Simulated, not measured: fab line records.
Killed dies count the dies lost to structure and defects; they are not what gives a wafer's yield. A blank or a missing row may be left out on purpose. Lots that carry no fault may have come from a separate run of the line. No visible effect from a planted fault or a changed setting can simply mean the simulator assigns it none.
fab line records	flow ritCmos
record: lots: 7	wafers: 21	lastDay: 7
route steps=202 shown PLDD@122 SPACER@125 NSD@131
lots untouched by any fault: they come from a run of this same line in which no faults occurred
startH: hours from the record's opening day to when the first of the lot's shown wafers began	waitH: how many hours have passed since the lot's step before this one	" unchanged from the row above	L1.1+2: one row covering several wafers at once	- either no value or no given start	* or withheld: withheld	< > ~ a bound
route shown NAME@n: NAME is a module with steps in the file, n the number in the route of the first one	usual: average and standard deviation across the fault-free wafers	same: alike in all rows	chamber/n: place in a boat	sites: per-site readings	_std_site: how widely they spread, as a standard deviation	_edge_site: the outer-site mean with the inner-site mean subtracted	radiusMm: how far each site lies from the wafer's centre	mask NAME#n: copy n	behind: the last tool/chamber to shape the wafer	hold: cause of the lot's hold/its duration in hours/its outcome	device: which transistor (n, p or np) failed to switch	end of line: tests of these same wafers at the route's end	step lacking rows: just its recipe	killed: at the first sort, the dies lost to defects and structure; wafer yield is something else	map: the dies of a wafer, with x for killed, . for not killed, _ for no die there
set.NAME: the setting as run; set.NAME@STEP: as run at that earlier step	model.NAME: the simulator's own value behind a step, which no gauge read
a table for each step, a row for each wafer; lots at some steps of the route
services: the hour from which a tool's chamber was out of use, counted from the record's first day as startH (under 0 if before that day), plus the number of hours and why
== steps ==
step: RIT_PLDD_IMPLANT_08
recipe: species: BF2	energyKev: 20	doseCm2: 8.879e+14	tiltDeg: 7
step: RIT_PLDD_STRIP_09
recipe: chemistry: O2	timeS: 180	resist: NOVOLAK	platenTempC: withheld	powerW: 500	pressureMtorr: 4000	o2FlowSccm: 4000
usual: drypumpMotorCurrentA: 5.5/0.59
same: timeS: 180
lot.wafer	tool	chamber	startH	waitH	drypumpMotorCurrentA	rfHoursCounterH
L456.3	plasmaAsher-02	1	47.80	0.1	4.6	-
L456.4	"	0	"	"	5.1	-
L456.6	"	1	"	"	4.7	-
L464.1	plasmaAsher-02	0	83.86	0.1	5.1	45
L464.4	"	0	"	"	5.1	-
L464.6	"	0	"	"	5.1	-
L465.2	plasmaAsher-03	1	93.11	0.1	5.7	44
L465.4	"	0	"	"	5.6	-
L465.6	"	0	"	"	5.6	-
L466.2	plasmaAsher-04	0	99.34	0.1	6.3	32
L466.3	"	0	"	"	6.3	-
L466.5	"	1	"	"	5.9	-
L475.1	plasmaAsher-02	0	140.97	0.1	5.2	2
L475.5	"	0	"	"	5.1	-
L475.6	"	1	"	"	4.6	-
L476.1	plasmaAsher-04	1	148.58	0.1	5.9	38
L476.3	"	1	"	"	5.9	-
L476.6	"	0	"	"	6.3	-
L477.2	plasmaAsher-04	1	160.31	0.1	5.9	39
L477.3	"	0	"	"	6.3	-
L477.6	"	1	"	"	5.9	-
step: RIT_PLDD_TW_MEAS_10
usual: PLDD_TW: 2342/14
lot.wafer	tool	chamber	startH	waitH	PLDD_TW
L456.3	filmMetro-02	-	47.94	0.1	2328
L456.4	"	-	"	"	2322
L456.6	"	-	"	"	2333
L464.1	filmMetro-04	-	84.03	0.1	2348
L464.4	"	-	"	"	2357
L464.6	"	-	"	"	2359
L465.2	filmMetro-02	-	93.30	0.1	2333
L465.4	"	-	"	"	2337
L465.6	"	-	"	"	2321
L466.2	filmMetro-02	-	99.52	0.1	2333
L466.3	"	-	"	"	2339
L466.5	"	-	"	"	2340
L475.1	filmMetro-04	-	141.15	0.1	2351
L475.5	"	-	"	"	2358
L475.6	"	-	"	"	2351
L476.1	filmMetro-04	-	148.75	0.1	2361
L476.3	"	-	"	"	2355
L476.6	"	-	"	"	2368
L477.2	filmMetro-02	-	160.50	0.1	2313
L477.3	"	-	"	"	2329
L477.6	"	-	"	"	2329
step: RIT_SPACER_CLEAN_00
recipe: chemistry: SC1	mix: 3:3:50	timeS: 600	tempC: 75
step: RIT_SPACER_CLEAN_01
recipe: chemistry: dHF	dilution: 50:1	timeS: 30
step: RIT_SPACER_CLEAN_02
recipe: chemistry: SC2	mix: 3:3:50	timeS: 600	tempC: 75	dry: n2Spin
step: RIT_SPACER_CVD_03
recipe: material: Si3N4	targetThkNm: 250	tempC: 810	precursor: SiH2Cl2/NH3	timeS: 3300	pressureMtorr: 300	sih2cl2FlowSccm: 60	nh3FlowSccm: 150
step: RIT_SPACER_THK_MEAS_04
recipe: reads: Si3N4_of_SPACER_CVD_03
usual: SPACER_NITRIDE_THK: 251.2/2.4
lot.wafer	tool	chamber	startH	waitH	SPACER_NITRIDE_THK[nm]
L456.3	filmMetro-02	-	51.25	0.0	254.7
L456.4	"	-	"	"	252.5
L456.6	"	-	"	"	252.9
L464.1	filmMetro-02	-	87.17	0.0	250.6
L464.4	"	-	"	"	249.8
L464.6	"	-	"	"	249.1
L465.2	filmMetro-03	-	95.64	0.0	249.3
L465.4	"	-	"	"	248.5
L465.6	"	-	"	"	250.8
L466.2	filmMetro-02	-	101.87	0.0	250.3
L466.3	"	-	"	"	251.0
L466.5	"	-	"	"	250.4
L475.1	filmMetro-02	-	143.52	0.0	248.7
L475.5	"	-	"	"	250.3
L475.6	"	-	"	"	248.4
L476.1	filmMetro-03	-	151.14	0.0	250.6
L476.3	"	-	"	"	251.7
L476.6	"	-	"	"	250.8
L477.2	filmMetro-01	-	162.84	0.0	248.8
L477.3	"	-	"	"	248.9
L477.6	"	-	"	"	251.0
step: RIT_SPACER_ETCHBACK_05
recipe: targetDepthA: 2500	SF6_flow_sccm: 30	CHF3_flow_sccm: 30	target: Si3N4	chemistry: SF6/CHF3	pressureMtorr: 40	rfW: 250	timeS: 240	stopOn: SiO2
usual: drypumpMotorCurrentA: 5.7/0.5	oesProductAu: 0.850/0.01	throttleValvePct: 10.29/0.12
same: timeS: 240
lot.wafer	tool	chamber	startH	waitH	drypumpMotorCurrentA	oesProductAu	rfHoursCounterH	throttleValvePct
L456.3	rieDiel-02	3	51.29	0.0	6.4	0.860	18	10.22
L456.4	"	2	"	"	5.2	0.846	9	10.18
L456.6	"	0	"	"	6.1	0.869	-	10.13
L464.1	rieDiel-04	1	87.23	0.1	5.8	0.864	99	10.49
L464.4	"	3	"	"	5.7	0.842	98	10.45
L464.6	"	1	"	"	5.8	0.850	-	10.50
L465.2	rieDiel-03	3	95.69	0.0	6.7	0.853	28	10.12
L465.4	"	0	"	"	6.1	0.841	151	10.28
L465.6	"	1	"	"	6.0	0.851	-	10.29
L466.2	rieDiel-03	1	101.92	0.0	6.1	0.845	30	10.26
L466.3	"	3	"	"	6.7	0.855	28	10.13
L466.5	"	1	"	"	6.1	0.835	-	10.30
L475.1	rieDiel-04	3	143.58	0.1	5.7	0.830	99	10.44
L475.5	"	1	"	"	5.8	0.859	-	10.48
L475.6	"	0	"	"	5.3	0.835	-	10.25
L476.1	rieDiel-04	1	151.20	0.1	5.8	0.860	101	10.47
L476.3	"	2	"	"	4.8	0.845	60	10.34
L476.6	"	2	"	"	4.8	0.841	-	10.30
L477.2	rieDiel-03	2	162.89	0.0	5.3	0.837	69	10.20
L477.3	"	1	"	"	6.1	0.838	31	10.26
L477.6	"	2	"	"	5.3	0.856	-	10.20
step: RIT_NSD_HMDS_00
recipe: primeTimeS: 60	primeTempC: 140
step: RIT_NSD_COAT_01
recipe: resist: NOVOLAK	spinRpm: 3250	resistThkNm: 1000
step: RIT_NSD_SOFTBAKE_02
recipe: resist: NOVOLAK	tempC: 90	timeS: 61.15
usual: heaterPowerTotalW: 34.63/0.049	plateSensorTCentreC: 90.970/0.01	plateSensorTEdgeC: 91.020/0.01
same: timeS: 61.15
lot.wafer	tool	chamber	startH	waitH	heaterPowerTotalW	plateSensorTCentreC	plateSensorTEdgeC
L456.3	lithoTrack-03	0	51.79	0.1	34.71	90.955	91.019
L456.4	"	0	"	"	34.66	90.974	91.019
L456.6	"	0	"	"	34.61	90.969	91.011
L464.1	lithoTrack-03	0	87.68	0.1	34.62	90.986	91.010
L464.4	"	0	"	"	34.63	90.982	91.011
L464.6	"	0	"	"	34.74	90.968	91.031
L465.2	lithoTrack-03	0	96.17	0.1	34.62	90.969	91.024
L465.4	"	0	"	"	34.66	90.972	91.016
L465.6	"	0	"	"	34.70	90.984	91.024
L466.2	lithoTrack-03	0	102.39	0.1	34.57	90.975	91.027
L466.3	"	0	"	"	34.61	90.986	91.011
L466.5	"	0	"	"	34.64	90.951	91.016
L475.1	lithoTrack-03	0	144.03	0.1	34.56	90.950	91.023
L475.5	"	0	"	"	34.66	90.967	91.026
L475.6	"	0	"	"	34.66	90.973	91.014
L476.1	lithoTrack-03	0	151.65	0.1	34.55	90.970	91.036
L476.3	"	0	"	"	34.63	90.976	91.023
L476.6	"	0	"	"	34.61	90.970	91.033
L477.2	lithoTrack-04	0	163.37	0.1	34.61	90.980	91.021
L477.3	"	0	"	"	34.58	90.981	91.024
L477.6	"	0	"	"	34.60	90.955	91.009
step: RIT_NSD_EXPOSE_03
recipe: maskId: M9	na: 0.57	targetCdNm: 40700	doseMj: 250
usual: exposureDoseMJCm2: 249.99/0.26	focusOffsetNm: 0.0/0.57	reticleTempC: 23.02/0.093
lot.wafer	tool	chamber	startH	waitH	mask	exposureDoseMJCm2	focusOffsetNm	reticleTempC
L456.3	ilineStepper-02	0	52.06	0.2	M9#0	249.83	-0.2	22.93
L456.4	"	0	"	"	M9#0	250.17	-0.1	22.99
L456.6	"	0	"	"	M9#0	249.94	-0.9	22.99
L464.1	ilineStepper-02	-	88.20	0.5	M9#0	-	-	-
L464.4	"	-	"	"	M9#0	-	-	-
L464.6	"	-	"	"	M9#0	-	-	-
L465.2	ilineStepper-01	-	96.43	0.2	M9#0	-	-	-
L465.4	"	-	"	"	M9#0	-	-	-
L465.6	"	-	"	"	M9#0	-	-	-
L466.2	ilineStepper-01	-	102.54	0.1	M9#0	-	-	-
L466.3	"	-	"	"	M9#0	-	-	-
L466.5	"	-	"	"	M9#0	-	-	-
L475.1	ilineStepper-02	0	144.18	0.1	M9#0	249.76	0.0	23.02
L475.5	"	0	"	"	M9#0	249.95	-0.3	23.17
L475.6	"	0	"	"	M9#0	249.85	-0.2	23.11
L476.1	ilineStepper-01	0	151.80	0.1	M9#0	249.33	0.6	23.05
L476.3	"	0	"	"	M9#0	249.70	1.0	23.12
L476.6	"	0	"	"	M9#0	249.65	-0.7	22.90
L477.2	ilineStepper-02	0	163.64	0.2	M9#0	249.96	0.3	23.15
L477.3	"	0	"	"	M9#0	249.82	0.5	23.26
L477.6	"	0	"	"	M9#0	250.04	0.0	23.09
step: RIT_NSD_PEB_04
recipe: resist: NOVOLAK	tempC: withheld	timeS: withheld
== services ==
tool	chamber	startH	hours	kind
ilineStepper-01	-	75.50	1.7	pm
rieDiel-02	0	79.37	2.1	repair
ilineStepper-01	-	91.00	2.1	pm
ilineStepper-01	-	93.08	-	consumableReplace:lamp
ilineStepper-02	-	97.59	1.7	pm
plasmaAsher-02	-	108.80	9.0	pm
plasmaAsher-02	0	108.80	9.0	ventCycle
plasmaAsher-02	1	108.80	9.0	ventCycle
plasmaAsher-02	0	117.80	-	clean
plasmaAsher-02	1	117.80	-	clean
rieDiel-04	2	122.30	1.8	repair
rieDiel-03	0	137.08	-	clean
rieDiel-03	0	137.08	21.5	scheduledDown
rieDiel-03	0	137.08	21.5	ventCycle
rieDiel-04	0	148.42	-	clean
rieDiel-04	0	148.42	22.8	scheduledDown
rieDiel-04	0	148.42	22.8	ventCycle
== key ==
firstSign: step: RIT_NSD_EXPOSE_03	reading: toolRecord	direction: missing
effect none on later readings
metAt RIT_NSD_EXPOSE_03
struckWafers L464.1,L464.4,L464.6,L465.2,L465.4,L465.6,L466.2,L466.3,L466.5
sortLeftOut L464.1,L464.4,L464.6,L465.2,L465.4,L465.6,L466.2,L466.3,L466.5
testerLeftOut L464,L465,L466
onsetBetween 52.06 88.20
fault: kind: skippedStepWhole	tool: ilineStepper-01,ilineStepper-02	chamber: -	onsetH: 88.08	steps: RIT_NSD_EXPOSE_03	scope: struckLotsOnly
testerLeftOut: of these lots the tester's yield and bins aren't shown, on N5 and GAA mostly nor the transistor test; their killed dies are dies lost to structure and defects alone, not to doping, threshold or leakage, so they don't give the yield
sortLeftOut: the simulated sort isn't trusted on such a fault, so these wafers' sort isn't shown, and their yield isn't known
